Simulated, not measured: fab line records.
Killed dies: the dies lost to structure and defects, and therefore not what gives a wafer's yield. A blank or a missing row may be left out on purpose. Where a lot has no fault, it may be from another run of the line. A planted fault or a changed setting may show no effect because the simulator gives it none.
fab line records	flow ritCmos
record lots=6	wafers=18	lastDay=7
route steps=202 shown CONTACT@180 M1@184
lots that met no fault: from a run of the same line without faults
startH: the number of hours between the record's first day and the start of the first shown wafer of the lot	waitH: time in hours since the lot's previous step	" identical to the entry in the row above	L1.1+2: several wafers, shown together as one row	- no value, or no start given	* or withheld: withheld	< > ~ a bound
route shown NAME@n: names a module that has steps shown in the file, with the first one's number in the route	usual: mean/standard deviation taken from wafers without a fault	same: alike in all rows	chamber/n: place in a boat	sites: per-site readings	_std_site: their standard deviation	_edge_site: mean of outer sites minus mean of inner sites	radiusMm: how far each site lies from the wafer's centre	mask NAME#n: copy n	behind: the most recent tool/chamber to have shaped the wafer	hold: why the lot was held/for how many hours/how that ended	device: whichever transistor did not switch (one of n, p or np)	end of line: tests of these same wafers at the route's end	where a step has no rows: the recipe by itself	killed: not the wafer's yield, but the dies lost to structure and defects at the first sort	map: a wafer's dies, marking killed ones x, the rest . and places with no die _
set.NAME: the run value of the setting; set.NAME@STEP: its run value at that earlier step	model.NAME: the simulator's own value behind a step, which no gauge read
lots at selected steps of the route; one table per step, one row per wafer
services: the hour from which a tool's chamber was out of use, counted from the record's first day as startH (under 0 if before that day), plus the number of hours and why
## steps
# step RIT_CONTACT_STRIP_12
# recipe chemistry=O2	timeS=180	resist=NOVOLAK	platenTempC=withheld	powerW=500	pressureMtorr=4000	o2FlowSccm=4000
# usual drypumpMotorCurrentA=5.7/0.45
# same timeS=180
lot.wafer	tool	chamber	startH	waitH	drypumpMotorCurrentA	rfHoursCounterH
L235.1	plasmaAsher-04	1	81.46	0.1	6.1	44
L235.4	"	1	"	"	6.1	-
L235.6	"	1	"	"	6.1	-
L236.1	plasmaAsher-01	1	84.81	0.1	5.1	29
L236.4	"	0	"	"	5.7	-
L236.5	"	1	"	"	5.1	-
L242.1	plasmaAsher-04	0	120.43	0.1	6.5	48
L242.2	"	1	"	"	6.1	48
L242.3	"	1	"	"	6.1	-
L244.1	plasmaAsher-04	1	129.60	0.1	6.1	49
L244.4	"	1	"	"	6.1	-
L244.6	"	1	"	"	6.1	-
L247.1	plasmaAsher-01	0	143.65	0.1	5.7	35
L247.3	"	0	"	"	5.7	-
L247.4	"	1	"	"	5.1	-
L253.1	plasmaAsher-01	1	174.50	0.1	5.1	39
L253.3	"	1	"	"	5.1	-
L253.5	"	1	"	"	5.1	-
# step RIT_CONTACT_CD_MEAS_90
# recipe targetCdNm=1000
# usual cdNm=1001.1/2.2
lot.wafer	tool	chamber	startH	waitH	cdNm
L235.1	cdSem-01	-	81.64	0.1	1001.9
L235.4	"	-	"	"	1003.4
L235.6	"	-	"	"	999.6
L236.1	cdSem-01	-	84.99	0.1	1003.1
L236.4	"	-	"	"	1005.8
L236.5	"	-	"	"	1003.2
L242.1	cdSem-01	-	120.60	0.1	1005.1
L242.2	"	-	"	"	1005.1
L242.3	"	-	"	"	1005.0
L244.1	cdSem-02	-	129.77	0.1	996.5
L244.4	"	-	"	"	1000.1
L244.6	"	-	"	"	997.9
L247.1	cdSem-01	-	143.83	0.1	1001.5
L247.3	"	-	"	"	1000.7
L247.4	"	-	"	"	999.4
L253.1	cdSem-01	-	174.67	0.1	1004.3
L253.3	"	-	"	"	1002.6
L253.5	"	-	"	"	1002.2
# step RIT_CONTACT_CLEAN_13
# recipe chemistry=SC1	mix=3:3:50	timeS=600	tempC=75
# step RIT_CONTACT_CLEAN_14
# recipe chemistry=SC2	mix=3:3:50	timeS=600	tempC=75	dry=n2Spin
# step RIT_M1_SPUTTER_00
# recipe material=Al	targetThkNm=400	powerW=2000	chamberPressurePa=0.4	gas=Ar	timeS=500	substrateTempC=25
# usual cathodeDcPowerW=2000.0/0.38	substrateTempC=25.01/0.11	throttleValvePct=30.6/0.92
# same timeS=500
lot.wafer	tool	chamber	startH	waitH	cathodeDcPowerW	substrateTempC	throttleValvePct
L235.1	pvdSputter-03	-	82.11	0.0	1999.1	24.98	32.0
L235.4	"	-	"	"	2000.6	25.03	30.8
L235.6	"	-	"	"	2000.3	24.92	31.8
L236.1	pvdSputter-04	-	85.46	0.0	2000.1	24.98	31.2
L236.4	"	-	"	"	1999.9	24.87	30.5
L236.5	"	-	"	"	2000.6	25.03	30.3
L242.1	pvdSputter-04	-	121.07	0.0	2000.1	24.83	32.1
L242.2	"	-	"	"	1999.8	25.06	30.7
L242.3	"	-	"	"	2000.2	25.24	30.1
L244.1	pvdSputter-04	-	130.27	0.0	2000.1	25.19	30.6
L244.4	"	-	"	"	1999.5	25.13	32.0
L244.6	"	-	"	"	2000.2	25.05	30.2
L247.1	pvdSputter-03	-	144.31	0.0	1999.6	25.08	32.2
L247.3	"	-	"	"	2000.3	25.00	30.3
L247.4	"	-	"	"	2000.6	24.83	29.4
L253.1	pvdSputter-01	-	175.19	0.0	1999.7	24.88	30.8
L253.3	"	-	"	"	2000.0	25.12	28.4
L253.5	"	-	"	"	2000.0	25.27	28.2
# step RIT_M1_RS_MEAS_01
# recipe thkMeasGauge=four-point-probe	reads=Al_of_M1_SPUTTER_00
# usual M1_AL_RS=0.0731/0.00077
lot.wafer	tool	chamber	startH	waitH	M1_AL_RS[ohm/sq]
L235.1	filmMetro-04	-	82.40	0.1	0.0723
L235.4	"	-	"	"	0.0729
L235.6	"	-	"	"	0.0726
L236.1	filmMetro-04	-	85.75	0.1	0.0732
L236.4	"	-	"	"	0.0733
L236.5	"	-	"	"	0.0733
L242.1	filmMetro-04	-	121.37	0.1	0.0729
L242.2	"	-	"	"	0.0724
L242.3	"	-	"	"	0.0734
L244.1	filmMetro-03	-	130.57	0.1	0.0723
L244.4	"	-	"	"	0.0733
L244.6	"	-	"	"	0.0732
L247.1	filmMetro-02	-	144.61	0.1	0.0727
L247.3	"	-	"	"	0.0729
L247.4	"	-	"	"	0.0728
L253.1	filmMetro-02	-	175.49	0.1	0.0735
L253.3	"	-	"	"	0.0735
L253.5	"	-	"	"	0.0731
# step RIT_M1_THK_MEAS_02
# recipe thkMeasGauge=xrf	reads=Al_of_M1_SPUTTER_00
# usual M1_AL_THK=398/4.6
lot.wafer	tool	chamber	startH	waitH	M1_AL_THK[nm]
L235.1	filmMetro-04	-	82.52	0.1	403
L235.4	"	-	"	"	400
L235.6	"	-	"	"	404
L236.1	filmMetro-04	-	85.87	0.1	400
L236.4	"	-	"	"	398
L236.5	"	-	"	"	397
L242.1	filmMetro-04	-	121.49	0.1	400
L242.2	"	-	"	"	403
L242.3	"	-	"	"	396
L244.1	filmMetro-03	-	130.69	0.1	403
L244.4	"	-	"	"	395
L244.6	"	-	"	"	397
L247.1	filmMetro-02	-	144.73	0.1	399
L247.3	"	-	"	"	398
L247.4	"	-	"	"	398
L253.1	filmMetro-02	-	175.61	0.1	396
L253.3	"	-	"	"	393
L253.5	"	-	"	"	397
# step RIT_M1_HMDS_03
# recipe primeTimeS=60	primeTempC=140
# step RIT_M1_COAT_04
# recipe resist=NOVOLAK	spinRpm=2000	resistThkNm=1300
# step RIT_M1_SOFTBAKE_05
# recipe resist=NOVOLAK	tempC=90	timeS=60
# step RIT_M1_EXPOSE_06
# recipe maskId=M12	na=0.6	sourceShape=conventional	sigmaOuter=0.5	targetCdNm=2600	doseMj=250
# step RIT_M1_PEB_07
# recipe resist=NOVOLAK	tempC=withheld	timeS=withheld
# step RIT_M1_DEVELOP_08
# recipe resist=NOVOLAK	developTimeS=68	devTempC=23
# usual chillPlateTempC=23.00/0.1	developerTempC=23.00/0.094
lot.wafer	tool	chamber	startH	waitH	chillPlateTempC	developerTempC
L235.1	lithoTrack-03	0	83	-	23.04	23.01
L235.4	"	0	"	"	23.13	22.91
L235.6	"	0	"	"	22.93	23.05
L236.1	lithoTrack-02	0	86	-	22.92	22.95
L236.4	"	0	"	"	23.16	22.92
L236.5	"	0	"	"	23.00	23.14
L242.1	lithoTrack-03	0	122	-	23.02	20.79
L242.2	"	0	"	"	23.10	20.84
L242.3	"	0	"	"	23.07	20.74
L244.1	lithoTrack-03	0	131	-	23.05	20.78
L244.4	"	0	"	"	22.96	20.72
L244.6	"	0	"	"	22.99	20.69
L247.1	lithoTrack-02	0	145	-	23.06	22.89
L247.3	"	0	"	"	23.01	22.77
L247.4	"	0	"	"	23.15	22.77
L253.1	lithoTrack-04	0	176	-	22.99	23.04
L253.3	"	0	"	"	22.97	22.89
L253.5	"	0	"	"	22.91	22.91
# step RIT_M1_CD_MEAS_09
# recipe targetCdNm=2600
# usual cdNm=2599.4/2.2
lot.wafer	tool	chamber	startH	waitH	cdNm
L235.1	cdSem-01	-	83.74	-	2598.5
L235.4	"	-	"	"	2600.7
L235.6	"	-	"	"	2603.3
L236.1	cdSem-02	-	86.81	-	2599.6
L236.4	"	-	"	"	2600.3
L236.5	"	-	"	"	2600.5
L242.1	cdSem-02	-	122.55	-	2595.1
L242.2	"	-	"	"	2594.3
L242.3	"	-	"	"	2593.6
L244.1	cdSem-02	-	131.75	-	2593.2
L244.4	"	-	"	"	2592.9
L244.6	"	-	"	"	2593.1
L247.1	cdSem-01	-	145.67	-	2595.4
L247.3	"	-	"	"	2595.7
L247.4	"	-	"	"	2595.9
L253.1	cdSem-02	-	176.55	-	2600.5
L253.3	"	-	"	"	2601.0
L253.5	"	-	"	"	2600.2
# step RIT_M1_OVL_MEAS_10
# usual M1_OVL=-1.5/1.5
lot.wafer	tool	chamber	startH	waitH	M1_OVL[nm]
L235.1	overlay-01	-	83.86	0.1	-0.5
L235.4	"	-	"	"	-2.2
L235.6	"	-	"	"	-2.2
L236.1	overlay-01	-	86.93	0.1	-3.0
L236.4	"	-	"	"	-1.9
L236.5	"	-	"	"	-1.1
L242.1	overlay-01	-	122.67	0.1	0.0
L242.2	"	-	"	"	-0.9
L242.3	"	-	"	"	-1.1
L244.1	overlay-02	-	131.87	0.1	-1.1
L244.4	"	-	"	"	0.2
L244.6	"	-	"	"	0.6
L247.1	overlay-01	-	145.79	0.1	-2.5
L247.3	"	-	"	"	-1.7
L247.4	"	-	"	"	-2.5
L253.1	overlay-01	-	176.67	0.1	-1.4
L253.3	"	-	"	"	-0.1
L253.5	"	-	"	"	-0.7
# step RIT_M1_PROBE_99
# usual defectLimitedYield=97.5/1	killedAtContacts=0.1/0.23	killedAtFrontEnd=6.7/2.7	killedDies=6.7/2.7	killedOnRim=1.8/1.2	killedOpen=3.2/1.8	killedShort=3.5/1.9	sort_bin_3_pad_short=0.1/0.24	sort_bin_5_function=1.4/0.8	sort_bin_6_memory=1.0/0.58	sortNPass=257.3/2.7	sortYieldPct=97.5/1
# same grossDies=264	killed_at_M0_to_M3=0	killed_at_M4_up=0	killedAtBackSide=0	killedAtOther=0
lot.wafer	tool	chamber	startH	waitH	defectLimitedYield[%]	killedAtContacts	killedAtFrontEnd	killedDies	killedOnRim	killedOpen	killedShort	sort_bin_3_pad_short[%]	sort_bin_5_function[%]	sort_bin_6_memory[%]	sortNPass	sortYieldPct[%]
L235.1	prober-02	-	86.39	0.1	98.1	0	5	5	3	2	3	0	1.1	0.8	259.0	98.1
L235.4	prober-02	-	86.54	0.2	97.7	0	6	6	2	4	2	0	1.5	0.8	258.0	97.7
L235.6	prober-02	-	86.64	0.2	95.8	1	10	11	2	6	5	0	2.7	1.5	253.0	95.8
L236.1	prober-01	-	89.47	0.1	96.2	0	10	10	2	3	7	0.4	1.9	1.5	254.0	96.2
L236.4	prober-01	-	89.62	0.2	97.0	0	8	8	1	3	5	0	1.1	1.9	256.0	97.0
L236.5	prober-01	-	89.67	0.2	98.5	0	4	4	2	3	1	0	0.4	1.1	260.0	98.5
L242.1	prober-02	-	125.25	0.1	98.5	0	4	4	1	3	1	0	0.8	0.8	260.0	98.5
L242.2	prober-02	-	125.30	0.1	98.1	0	5	5	0	3	2	0	1.9	0	259.0	98.1
L242.3	prober-02	-	125.35	0.2	98.5	0	4	4	2	2	2	0	1.5	0	260.0	98.5
L244.1	prober-02	-	134.44	0.1	97.0	0	8	8	1	3	5	0	1.1	1.9	256.0	97.0
L244.4	prober-02	-	134.59	0.2	96.2	1	9	10	4	7	3	0	2.3	1.5	254.0	96.2
L244.6	prober-02	-	134.69	0.2	98.5	0	4	4	0	2	2	0	1.1	0.4	260.0	98.5
L247.1	prober-01	-	148.33	0.1	97.7	0	6	6	1	4	2	0	1.5	0.8	258.0	97.7
L247.3	prober-01	-	148.43	0.2	97.3	0	7	7	2	3	4	0	1.1	1.5	257.0	97.3
L247.4	prober-01	-	148.48	0.2	97.0	0	8	8	2	2	6	0.8	0.4	1.9	256.0	97.0
L253.1	prober-01	-	179.22	0.1	95.8	0	11	11	2	5	6	0	3.0	1.1	253.0	95.8
L253.3	prober-01	-	179.32	0.2	97.0	0	8	8	2	5	2	0.4	1.5	1.1	256.0	97.0
L253.5	prober-01	-	179.42	0.2	97.3	0	7	7	1	3	4	0	0.4	2.3	257.0	97.3
# killed by level:class
L235.1 GATE:geometricParticle:short=2 GATE:geometricParticle:open=1 SILICIDE:geometricParticle:short=1 SILICIDE:geometricParticle:open=1
L235.4 GATE:geometricParticle:short=2 SPACER:geometricParticle:open=2 FOX2:geometricParticle:open=1 GATE:geometricParticle:open=1
L235.6 GATE:geometricParticle:short=5 GATE:geometricParticle:open=3 FOX2:geometricParticle:open=1 SPACER:geometricParticle:open=1 CONTACT:geometricParticle:open=1
L236.1 GATE:geometricParticle:short=3 FOX1:geometricParticle:short=2 SPACER:geometricParticle:short=2 FOX2:geometricParticle:open=1 GATE:geometricParticle:open=1 SILICIDE:geometricParticle:open=1
L236.4 SPACER:geometricParticle:short=2 FOX1:geometricParticle:short=1 FOX2:geometricParticle:open=1 FOX2:geometricParticle:short=1 GATE:geometricParticle:open=1 REOX:geometricParticle:open=1 SILICIDE:geometricParticle:short=1
L236.5 FOX2:geometricParticle:open=2 REOX:geometricParticle:short=1 SPACER:geometricParticle:open=1
L242.1 GATE:geometricParticle:open=3 GATE:geometricParticle:short=1
L242.2 GATE:geometricParticle:open=2 GATE:geometricParticle:short=1 REOX:geometricParticle:short=1 SILICIDE:geometricParticle:open=1
L242.3 GATE:geometricParticle:open=1 GATE:geometricParticle:short=1 SPACER:geometricParticle:short=1 SILICIDE:geometricParticle:open=1
L244.1 GATE:geometricParticle:short=4 GATE:geometricParticle:open=2 REOX:geometricParticle:open=1 REOX:geometricParticle:short=1
L244.4 GATE:geometricParticle:short=3 GATE:geometricParticle:open=2 FOX1:geometricParticle:open=1 REOX:geometricParticle:open=1 SPACER:geometricParticle:open=1 SILICIDE:geometricParticle:open=1 CONTACT:geometricParticle:open=1
L244.6 GATE:geometricParticle:short=2 GATE:geometricParticle:open=2
L247.1 SPACER:geometricParticle:open=2 FOX2:geometricParticle:open=1 GATE:geometricParticle:open=1 GATE:geometricParticle:short=1 SPACER:geometricParticle:short=1
L247.3 SPACER:geometricParticle:short=2 SPACER:geometricParticle:open=2 FOX1:geometricParticle:short=1 GATE:geometricParticle:short=1 REOX:geometricParticle:open=1
L247.4 GATE:geometricParticle:open=2 SPACER:geometricParticle:short=2 FOX2:geometricParticle:short=1 GATE:geometricParticle:short=1 REOX:geometricParticle:short=1 SILICIDE:geometricParticle:short=1
L253.1 GATE:geometricParticle:open=3 REOX:geometricParticle:short=3 SPACER:geometricParticle:short=2 GATE:geometricParticle:short=1 REOX:geometricParticle:open=1 SILICIDE:geometricParticle:open=1
L253.3 SPACER:geometricParticle:open=2 FOX2:geometricParticle:open=1 GATE:geometricParticle:open=1 GATE:geometricParticle:short=1 REOX:geometricParticle:open=1 SPACER:geometricParticle:short=1 NSD:coatMicrobubblePrinted=1
L253.5 SPACER:geometricParticle:short=2 GATE:geometricParticle:short=1 FOX2:geometricParticle:short=1 GATE:geometricParticle:open=1 SPACER:geometricParticle:open=1 SILICIDE:geometricParticle:open=1
## services
tool	chamber	startH	hours	kind
pvdSputter-01	-	70.48	3.5	repair
pvdSputter-01	-	76.33	2.2	repair
pvdSputter-04	-	80.28	3.8	repair
## key
firstSign step=RIT_M1_DEVELOP_08	reading=developerTempC	direction=down	sigmas=24	usual=*	struck=*
effect step=RIT_M1_CD_MEAS_09	reading=cdNm	direction=down	sigmas=2.6	usual=2599.4	struck=2593.7	through=controlLoop
metAt RIT_M1_DEVELOP_08
struckWafers L242.1,L242.2,L242.3,L244.1,L244.4,L244.6
loopTrim step=RIT_M1_EXPOSE_06	setting=dose	lots=L244
onsetBetween 83 122
fault kind=processParameterDrift	tool=lithoTrack-03	chamber=-	onsetH=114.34	steps=RIT_M1_DEVELOP_08	channel=devTempC	offset=*	shape=step	endH=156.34	actsIn=*	stated=*
# loopTrim: a control loop set the setting to another value than it would have without faults
